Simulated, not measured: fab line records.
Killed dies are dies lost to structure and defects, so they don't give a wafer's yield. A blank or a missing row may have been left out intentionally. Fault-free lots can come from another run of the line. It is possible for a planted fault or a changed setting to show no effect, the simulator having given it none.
8D (eight disciplines) problem report, filled in by code | flow berkeley-cmos170 | the parts of the form that need people (team, actions taken, sign-off) are left out

## 1. WHAT WENT WRONG
Mean NWELL_OXIDE_THK at UCB170_NWELL_THK_MEAS_02: 34.2 nm over 6 wafers in 2 lots; fault-free wafers: 26.1 nm, standard deviation 0.48. That puts it +17 standard deviations away from the usual mean.
Earliest sighting: wafer L185.3 on film-metro-02 at day 4 05:13. The record holds 33 wafers of 11 lots with a number at this step. By rule, "out" or "out of limits" means more than 4 standard deviations away from the usual mean. The other wafers with a number count as sound.

## 2. WHAT IT IS, WHAT IT ISN'T
question                    | is                           | is not
which readings at this step | NWELL_OXIDE_THK              | -
which lots                  | L185, L186                   | L175, L176, L177, L178, L182, L184, L196, L197, L198
which wafers of those lots  | all that have a number       | -
read on which gauges        | film-metro-02, film-metro-04 | -
when                        | from day 4 05:13             | up to then (18 sound wafers); but 9 sound wafers of L196, L197, L198 came after

## 3. SUSPECTS, AND WHAT RULES EACH OUT
Counting: a tool at a process step up to the reading stays a suspect if it ran every lot that is out and no sound lot after the first of them.
- ruled out: the gauge at UCB170_NWELL_THK_MEAS_02. The wafers that are out were read on 2 gauges (film-metro-02, film-metro-04).
- furnace-01 at UCB170_NWELL_OXIDATION_01 (target thk 26.4 nm, ox time 1260 s): kept. Every lot that is out went through it, starting with L185 (day 4 03:51), and after that it ran no sound lot; the last sound lot it ran before then is L184 (day 3 18:29). Its own spike-tc-centre-C, spike-tc-load-C, spike-tc-source-C, tube-center-temp-C, tube_center_temp_C_max readings are out on those wafers.
After counting, what remains is furnace-01 at UCB170_NWELL_OXIDATION_01.

## 4. THE CAUSE (what the simulator had put in)
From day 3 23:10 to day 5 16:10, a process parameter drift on furnace-01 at UCB170_NWELL_OXIDATION_01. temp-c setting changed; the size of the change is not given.
Counting left only this tool.

## 5. SEQUENCE OF EFFECTS, ordered by route
One row per reading whose mean, taken over the struck wafers that have a number, lies over 3 standard deviations from the usual. Readings are gone through only where the record gives a usual standard deviation; hours: the median, over the lots, of the time from a lot's start at the first step in this table giving one to that lot's start at this step; sigmas: the change measured in usual standard deviations.
hours | step                      | reading                | usual    | on struck wafers | change | sigmas
0     | UCB170_NWELL_OXIDATION_01 | spike-tc-centre-C      | 1001.9 C | 1032.3           | +30.4  | +25
0     | UCB170_NWELL_OXIDATION_01 | spike-tc-load-C        | 1023.4 C | 1053.9           | +30.5  | +13
0     | UCB170_NWELL_OXIDATION_01 | spike-tc-source-C      | 1028 C   | 1061             | +33    | +7.9
0     | UCB170_NWELL_OXIDATION_01 | tube-center-temp-C     | 999.98 C | 1030.42          | +30.44 | +99 or more
0     | UCB170_NWELL_OXIDATION_01 | tube_center_temp_C_max | 1002.5   | 1033.0           | +30.5  | +75
1     | UCB170_NWELL_THK_MEAS_02  | NWELL_OXIDE_THK        | 26.1 nm  | 34.2             | +8.1   | +17
Here are the process steps it includes:
- UCB170_NWELL_OXIDATION_01: target thk 26.4 nm, ox time 1260 s.

## 6. WHAT WOULD HAVE CAUGHT IT SOONER
The first out-of-limits reading at a measuring or inspecting step in this record came at day 4 05:13, 6 hours after the fault's start at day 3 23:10.
Tool's own readings at UCB170_NWELL_OXIDATION_01, spike-tc-centre-C, spike-tc-load-C, spike-tc-source-C, tube-center-temp-C, tube_center_temp_C_max: out on all struck wafers the step has rows for; an alarm limit on them would have tripped on the first.
Of the lots that are out (2), L186 began UCB170_NWELL_OXIDATION_01 on furnace-01 after day 4 05:13. Holding the tool at that time would have saved it.
